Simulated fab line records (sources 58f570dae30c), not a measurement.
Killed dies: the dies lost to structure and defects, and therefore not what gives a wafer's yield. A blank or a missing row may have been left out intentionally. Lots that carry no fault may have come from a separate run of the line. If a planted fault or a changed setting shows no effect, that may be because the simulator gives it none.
The tool behind it: which one? || flow berkeley cmos170 || Sampling: 15 lots, 45 wafers, 4 of 331 route steps

WHAT EACH GAUGE READ, for each wafer
UCB170_NWELL_THK_MEAS_02.
{"lot": "L804", "measured": "day 2 05:53", "on": "film metro-03", "NWELL_OXIDE_THK (nm)": "26.3 26.6 26.6"}
{"lot": "L805", "measured": "day 2 05:53", "on": "film metro-01", "NWELL_OXIDE_THK (nm)": "26.8 26.8 27.1"}
{"lot": "L806", "measured": "day 2 14:50", "on": "film metro-01", "NWELL_OXIDE_THK (nm)": "25.3 25.3 25.3"}
{"lot": "L807", "measured": "day 3 00:02", "on": "film metro-03", "NWELL_OXIDE_THK (nm)": "25.9 26.2 26.2"}
{"lot": "L812", "measured": "day 3 20:44", "on": "film metro-04", "NWELL_OXIDE_THK (nm)": "26.3 26.7 25.9"}
{"lot": "L814", "measured": "day 4 07:00", "on": "film metro-04", "NWELL_OXIDE_THK (nm)": "26.8 26.9 26.7"}
{"lot": "L815", "measured": "day 4 12:11", "on": "film metro-04", "NWELL_OXIDE_THK (nm)": "26.4 26.6 26.6"}
{"lot": "L817", "measured": "day 4 17:41", "on": "film metro-03", "NWELL_OXIDE_THK (nm)": "27.1 27.0 26.6"}
{"lot": "L816", "measured": "day 4 17:41", "on": "film metro-04", "NWELL_OXIDE_THK (nm)": "27.1 26.4 27.1"}
{"lot": "L819", "measured": "day 5 02:47", "on": "film metro-01", "NWELL_OXIDE_THK (nm)": "25.7 25.9 25.6"}
{"lot": "L822", "measured": "day 5 18:41", "on": "film metro-03", "NWELL_OXIDE_THK (nm)": "26.6 26.8 26.2"}
{"lot": "L824", "measured": "day 6 03:41", "on": "film metro-03", "NWELL_OXIDE_THK (nm)": "26.7 27.0 26.6"}
{"lot": "L823", "measured": "day 6 03:41", "on": "film metro-04", "NWELL_OXIDE_THK (nm)": "26.3 26.8 26.6"}
{"lot": "L825", "measured": "day 6 14:24", "on": "film metro-01", "NWELL_OXIDE_THK (nm)": "25.3 25.3 24.9"}
{"lot": "L826", "measured": "day 6 23:26", "on": "film metro-01", "NWELL_OXIDE_THK (nm)": "26.1 26.0 26.2"}

UCB170_M3_BOW_MEAS_20.
{"lot": "L804", "measured": "day 9 10:53", "on": "film metro-02", "M3_BOW (um)": "33 39 33"}
{"lot": "L805", "measured": "day 9 09:47", "on": "film metro-02", "M3_BOW (um)": "46 34 36"}
{"lot": "L806", "measured": "day 9 15:37", "on": "film metro-01", "M3_BOW (um)": "29 33 40"}
{"lot": "L807", "measured": "day 9 21:25", "on": "film metro-02", "M3_BOW (um)": "39 32 29"}
{"lot": "L812", "measured": "day 10 14:45", "on": "film metro-01", "M3_BOW (um)": "31 45 35"}
{"lot": "L814", "measured": "day 11 03:14", "on": "film metro-01", "M3_BOW (um)": "36 29 36"}
{"lot": "L815", "measured": "day 11 00:15", "on": "film metro-04", "M3_BOW (um)": "29 25 34"}
{"lot": "L817", "measured": "day 11 12:01", "on": "film metro-01", "M3_BOW (um)": "31 38 35"}
{"lot": "L816", "measured": "day 11 12:35", "on": "film metro-02", "M3_BOW (um)": "36 20 35"}
{"lot": "L819", "measured": "day 11 21:35", "on": "film metro-01", "M3_BOW (um)": "23 39 28"}
{"lot": "L822", "measured": "day 12 22:16", "on": "film metro-01", "M3_BOW (um)": "38 37 32"}
{"lot": "L824", "measured": "day 12 19:13", "on": "film metro-01", "M3_BOW (um)": "27 33 41"}
{"lot": "L823", "measured": "day 12 23:01", "on": "film metro-02", "M3_BOW (um)": "43 38 30"}
{"lot": "L825", "measured": "day 13 14:29", "on": "film metro-04", "M3_BOW (um)": "27 48 16"}
{"lot": "L826", "measured": "day 14 04:13", "on": "film metro-02", "M3_BOW (um)": "44 43 32"}

WHICH TOOL RAN EACH LOT (tool, then ch and the chambers of the sampled wafers, then the start)
{"lot": "L804", "UCB170_ZERO_ETCH_06": "rie diel-01 ch 0,1,2, day 1 23:32", "UCB170_M1_STRIP_13": "plasma asher-03 ch 1, day 8 19:41"}
{"lot": "L805", "UCB170_ZERO_ETCH_06": "rie diel-01 ch 0,2,3, day 2 00:48", "UCB170_M1_STRIP_13": "plasma asher-02 ch 0, day 8 19:33"}
{"lot": "L806", "UCB170_ZERO_ETCH_06": "rie diel-01 ch 1,2,3, day 2 10:56", "UCB170_M1_STRIP_13": "plasma asher-03 ch 0,1, day 9 01:55"}
{"lot": "L807", "UCB170_ZERO_ETCH_06": "rie diel-01 ch 1,2, day 2 15:05", "UCB170_M1_STRIP_13": "plasma asher-01 ch 0,1, day 9 09:22"}
{"lot": "L812", "UCB170_ZERO_ETCH_06": "rie diel-02 ch 1,2, day 3 12:22", "UCB170_M1_STRIP_13": "plasma asher-03 ch 0,1, day 10 01:43"}
{"lot": "L814", "UCB170_ZERO_ETCH_06": "rie diel-04 ch 1,2,3, day 4 00:35", "UCB170_M1_STRIP_13": "plasma asher-03 ch 0,1, day 10 10:17"}
{"lot": "L815", "UCB170_ZERO_ETCH_06": "rie diel-04 ch 1,2, day 4 05:54", "UCB170_M1_STRIP_13": "plasma asher-01 ch 0,1, day 10 09:13"}
{"lot": "L817", "UCB170_ZERO_ETCH_06": "rie diel-04 ch 1,2, day 4 12:05", "UCB170_M1_STRIP_13": "plasma asher-03 ch 0,1, day 10 22:46"}
{"lot": "L816", "UCB170_ZERO_ETCH_06": "rie diel-01 ch 0,3, day 4 12:22", "UCB170_M1_STRIP_13": "plasma asher-02 ch 0,1, day 10 22:58"}
{"lot": "L819", "UCB170_ZERO_ETCH_06": "rie diel-02 ch 1,2, day 4 21:08", "UCB170_M1_STRIP_13": "plasma asher-03 ch 0,1, day 11 07:43"}
{"lot": "L822", "UCB170_ZERO_ETCH_06": "rie diel-04 ch 2,3, day 5 13:13", "UCB170_M1_STRIP_13": "plasma asher-02 ch 0,1, day 12 03:56"}
{"lot": "L824", "UCB170_ZERO_ETCH_06": "rie diel-04 ch 1,3, day 5 23:24", "UCB170_M1_STRIP_13": "plasma asher-01 ch 0,1, day 12 02:24"}
{"lot": "L823", "UCB170_ZERO_ETCH_06": "rie diel-01 ch 1,3, day 5 23:34", "UCB170_M1_STRIP_13": "plasma asher-02 ch 0,1, day 12 03:25"}
{"lot": "L825", "UCB170_ZERO_ETCH_06": "rie diel-02 ch 0,2,3, day 6 06:58", "UCB170_M1_STRIP_13": "plasma asher-02 ch 0,1, day 13 01:38"}
{"lot": "L826", "UCB170_ZERO_ETCH_06": "rie diel-01 ch 1,2,3, day 6 13:16", "UCB170_M1_STRIP_13": "plasma asher-01 ch 0,1, day 13 11:22"}
- UCB170_ZERO_ETCH_06: etches SiO2 in CHF3/CF4/Ar, time 12 s.
- UCB170_M1_STRIP_13: strips in O2.

AS READ BY THE TOOLS THEMSELVES (means over the sampled wafers that have a number; for cases with no such wafer, the mark the record gives instead)
UCB170_ZERO_ETCH_06.
{"lot": "L804", "tool": "rie diel-01", "chamber pressure mTorr (mTorr)": 100.07, "drypump motor current A (A)": 5.6, "oes product au (a.u.)": 0.625, "throttle valve pct (%)": 9.47}
{"lot": "L805", "tool": "rie diel-01", "chamber pressure mTorr (mTorr)": 99.98, "drypump motor current A (A)": 5.6, "oes product au (a.u.)": 0.624, "throttle valve pct (%)": 9.29}
{"lot": "L806", "tool": "rie diel-01", "chamber pressure mTorr (mTorr)": 100.02, "drypump motor current A (A)": 5.5, "oes product au (a.u.)": 0.629, "throttle valve pct (%)": 9.36}
{"lot": "L807", "tool": "rie diel-01", "chamber pressure mTorr (mTorr)": 99.99, "drypump motor current A (A)": 5.7, "oes product au (a.u.)": 0.622, "throttle valve pct (%)": 9.56}
{"lot": "L812", "tool": "rie diel-02", "chamber pressure mTorr (mTorr)": 99.94, "drypump motor current A (A)": 6.2, "oes product au (a.u.)": 0.610, "throttle valve pct (%)": 9.29}
{"lot": "L814", "tool": "rie diel-04", "chamber pressure mTorr (mTorr)": 99.96, "drypump motor current A (A)": 5.8, "oes product au (a.u.)": 0.618, "throttle valve pct (%)": 9.38}
{"lot": "L815", "tool": "rie diel-04", "chamber pressure mTorr (mTorr)": 99.93, "drypump motor current A (A)": 5.9, "oes product au (a.u.)": 0.625, "throttle valve pct (%)": 9.34}
{"lot": "L817", "tool": "rie diel-04", "chamber pressure mTorr (mTorr)": 100.00, "drypump motor current A (A)": 5.9, "oes product au (a.u.)": 0.622, "throttle valve pct (%)": 9.35}
{"lot": "L816", "tool": "rie diel-01", "chamber pressure mTorr (mTorr)": 99.95, "drypump motor current A (A)": 5.4, "oes product au (a.u.)": 0.634, "throttle valve pct (%)": 9.10}
{"lot": "L819", "tool": "rie diel-02", "chamber pressure mTorr (mTorr)": 100.02, "drypump motor current A (A)": 6.1, "oes product au (a.u.)": 0.624, "throttle valve pct (%)": 9.26}
{"lot": "L822", "tool": "rie diel-04", "chamber pressure mTorr (mTorr)": 100.05, "drypump motor current A (A)": 5.5, "oes product au (a.u.)": 0.611, "throttle valve pct (%)": 9.41}
{"lot": "L824", "tool": "rie diel-04", "chamber pressure mTorr (mTorr)": 100.00, "drypump motor current A (A)": 5.6, "oes product au (a.u.)": 0.620, "throttle valve pct (%)": 9.40}
{"lot": "L823", "tool": "rie diel-01", "chamber pressure mTorr (mTorr)": 99.98, "drypump motor current A (A)": 5.3, "oes product au (a.u.)": 0.636, "throttle valve pct (%)": 9.35}
{"lot": "L825", "tool": "rie diel-02", "chamber pressure mTorr (mTorr)": 100.04, "drypump motor current A (A)": 5.5, "oes product au (a.u.)": 0.629, "throttle valve pct (%)": 9.24}
{"lot": "L826", "tool": "rie diel-01", "chamber pressure mTorr (mTorr)": 100.05, "drypump motor current A (A)": 5.5, "oes product au (a.u.)": 0.628, "throttle valve pct (%)": 9.35}

UCB170_M1_STRIP_13.
{"lot": "L804", "tool": "plasma asher-03", "chamber pressure mTorr (mTorr)": 3503, "drypump motor current A (A)": 5.5, "oes product au (a.u.)": 0.722}
{"lot": "L805", "tool": "plasma asher-02", "chamber pressure mTorr (mTorr)": 3498, "drypump motor current A (A)": 6.1, "oes product au (a.u.)": 0.719}
{"lot": "L806", "tool": "plasma asher-03", "chamber pressure mTorr (mTorr)": 3500, "drypump motor current A (A)": 5.3, "oes product au (a.u.)": 0.720}
{"lot": "L807", "tool": "plasma asher-01", "chamber pressure mTorr (mTorr)": 3499, "drypump motor current A (A)": 6.0, "oes product au (a.u.)": 0.722}
{"lot": "L812", "tool": "plasma asher-03", "chamber pressure mTorr (mTorr)": 3498, "drypump motor current A (A)": 5.3, "oes product au (a.u.)": 0.720}
{"lot": "L814", "tool": "plasma asher-03", "chamber pressure mTorr (mTorr)": 3499, "drypump motor current A (A)": 5.4, "oes product au (a.u.)": 0.688}
{"lot": "L815", "tool": "plasma asher-01", "chamber pressure mTorr (mTorr)": 3500, "drypump motor current A (A)": 6.0, "oes product au (a.u.)": 0.725}
{"lot": "L817", "tool": "plasma asher-03", "chamber pressure mTorr (mTorr)": 3500, "drypump motor current A (A)": 5.4, "oes product au (a.u.)": 0.698}
{"lot": "L816", "tool": "plasma asher-02", "chamber pressure mTorr (mTorr)": 3499, "drypump motor current A (A)": 5.6, "oes product au (a.u.)": 0.720}
{"lot": "L819", "tool": "plasma asher-03", "chamber pressure mTorr (mTorr)": 3501, "drypump motor current A (A)": 5.4, "oes product au (a.u.)": 0.694}
{"lot": "L822", "tool": "plasma asher-02", "chamber pressure mTorr (mTorr)": 3499, "drypump motor current A (A)": 5.6, "oes product au (a.u.)": 0.720}
{"lot": "L824", "tool": "plasma asher-01", "chamber pressure mTorr (mTorr)": 3497, "drypump motor current A (A)": 5.8, "oes product au (a.u.)": 0.718}
{"lot": "L823", "tool": "plasma asher-02", "chamber pressure mTorr (mTorr)": 3503, "drypump motor current A (A)": 5.6, "oes product au (a.u.)": 0.721}
{"lot": "L825", "tool": "plasma asher-02", "chamber pressure mTorr (mTorr)": 3502, "drypump motor current A (A)": 5.6, "oes product au (a.u.)": 0.718}
{"lot": "L826", "tool": "plasma asher-01", "chamber pressure mTorr (mTorr)": 3502, "drypump motor current A (A)": 6.1, "oes product au (a.u.)": 0.719}

THE ANSWER, worked out from the rows above alone
Rule: what is usual is taken from the lots themselves. The widest of any qualifying gaps counts: lots, ordered by their means at a reading, are off when they make up no more than a third of the lots, leave a main group of 4 or more, and stand apart from it by 3 or more times the standard deviation of that group's means. A main group is skipped when, at the precision printed for the reading in the tables above, its means are all equal. Also off: a lot with no number at a reading for which 4 or more lots have one. All remaining lots with rows at the step are treated as sound. Order of review: gauges by route order, followed by the tools' own readings, for which a lot's mean as printed above is used. At the first step where some lot is off, the reading lying furthest off is the one used; lots without a number count as furthest.
Off: L814, L817, L819, at UCB170_M1_STRIP_13 (oes product au). For the main group the mean is 0.720 a.u. and the standard deviation 0.0019.
If a tool, at that step or one of the process steps before it, ran each lot that is off and ran no sound lot following the first of them, it fits. One fits: UCB170_M1_STRIP_13 on plasma asher-03. Its last sound lot is L812 (day 10 01:43), its first lot that is off L814 (day 10 10:17): a fault that began between those two fits.
On the lots that are off, the tool's own readings at UCB170_M1_STRIP_13 differ by more than 5 times the standard deviation of the sound lots' means, which bears it out; oes product au reads 0.693 a.u. there versus 0.720 a.u. on the sound lots.

WHAT THE SIMULATOR PUT IN
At UCB170_M1_STRIP_13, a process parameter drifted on plasma asher-03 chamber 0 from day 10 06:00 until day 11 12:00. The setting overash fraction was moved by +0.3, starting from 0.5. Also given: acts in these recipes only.
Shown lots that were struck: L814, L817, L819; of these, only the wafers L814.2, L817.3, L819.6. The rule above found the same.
